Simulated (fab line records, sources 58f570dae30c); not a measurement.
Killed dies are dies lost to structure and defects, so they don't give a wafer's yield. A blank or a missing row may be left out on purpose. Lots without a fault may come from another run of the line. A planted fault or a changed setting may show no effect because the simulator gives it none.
One fault seen from 2 desks | flow berkeley_cmos170 | each desk has only its own numbers; what lay behind them comes last

THE TOOL OWNER'S DESK: implanter-02
The tool's own readings at UCB170_PSD_IMPLANT_08: means of the sampled wafers that have a number, for each lot that ran on this tool. A lot is out of limits, marked OUT, if its mean lies more than 4 standard deviations from the usual mean; the brackets give that distance.
Columns: A = beam_energy_keV at UCB170_PSD_IMPLANT_08, usual 20.000
lot  | first seen here | A
L258 | day 7 03:43     | 19.997
L260 | day 7 04:12     | 20.001
L265 | day 8 03:59     | 19.998
L271 | day 9 15:40     | 20.001
L274 | day 10 05:12    | 13.998 (-99 or more) OUT
L273 | day 10 05:38    | 13.996 (-99 or more) OUT
This desk's finding: out of limits on L273, L274; first on L274, day 10 05:12 (beam_energy_keV at UCB170_PSD_IMPLANT_08). In limits: L258, L260, L265, L271.

THE METROLOGY DESK
What the gauges read, lot by lot, whatever tool the lot ran on: means of the sampled wafers that have a number. A lot is out of limits, marked OUT, if its mean lies more than 4 standard deviations from the usual mean; the brackets give that distance.
Columns: A = NVT_OVL at UCB170_NVT_OVL_MEAS_06, usual -5 nm; B = PLDD_OVL at UCB170_PLDD_OVL_MEAS_07, usual -1 nm; C = PSD_TW at UCB170_PSD_TW_MEAS_10, usual 2335; D = PSD_RS at UCB170_SDANNEAL_RS_MEAS_02, usual 75.47 ohm/sq
lot  | first seen here | A   | B  | C              | D
L258 | day 5 22:06     | -3  | -1 | 2339           | 75.28
L261 | day 6 03:50     | -3  | -2 | 2330           | 75.82
L259 | day 6 04:07     | -6  | -1 | 2331           | 75.38
L260 | day 6 04:07     | -1  | 3  | 2332           | 75.12
L263 | day 7 01:59     | -6  | 3  | 2342           | 75.37
L262 | day 7 06:13     | -11 | -7 | 2324           | 75.24
L265 | day 7 06:20     | 1   | 3  | 2330           | 75.28
L268 | day 7 21:43     | -3  | -2 | 2336           | 75.17
L271 | day 8 14:38     | 2   | 9  | 2334           | 75.81
L273 | day 9 02:16     | -10 | -0 | 2140 (-18) OUT | 79.62 (+14) OUT
L274 | day 9 02:32     | -10 | 6  | 2147 (-17) OUT | 80.11 (+16) OUT
L275 | day 9 11:56     | -9  | -1 | 2332           | 75.60
L277 | day 9 12:02     | 2   | 3  | 2335           | 75.34
L278 | day 9 22:33     | -10 | -5 | 2347           | 75.53
This desk's finding: out of limits on L273, L274; first on L274, day 10 05:25 (PSD_TW at UCB170_PSD_TW_MEAS_10). In limits: L258, L261, L259, L260, L263, L262, L265, L268, L271, L275, L277, L278.

PUT TOGETHER
The tool owner's desk could have raised an alarm at day 10 05:12, on L273, L274.
The metrology desk could have raised an alarm at day 10 05:25, on L273, L274.
Of the lots named, all ran UCB170_PSD_IMPLANT_08 on implanter-02.

WHAT THE SIMULATOR HAD PUT IN
Process parameter drift: implanter-02, from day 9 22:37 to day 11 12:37, at UCB170_PSD_IMPLANT_08. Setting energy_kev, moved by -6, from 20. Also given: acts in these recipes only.
Lots struck among those shown: L273, L274.
Hours from the fault's start to each desk's first reading out of limits: the tool owner's desk, 7; the metrology desk, 7.
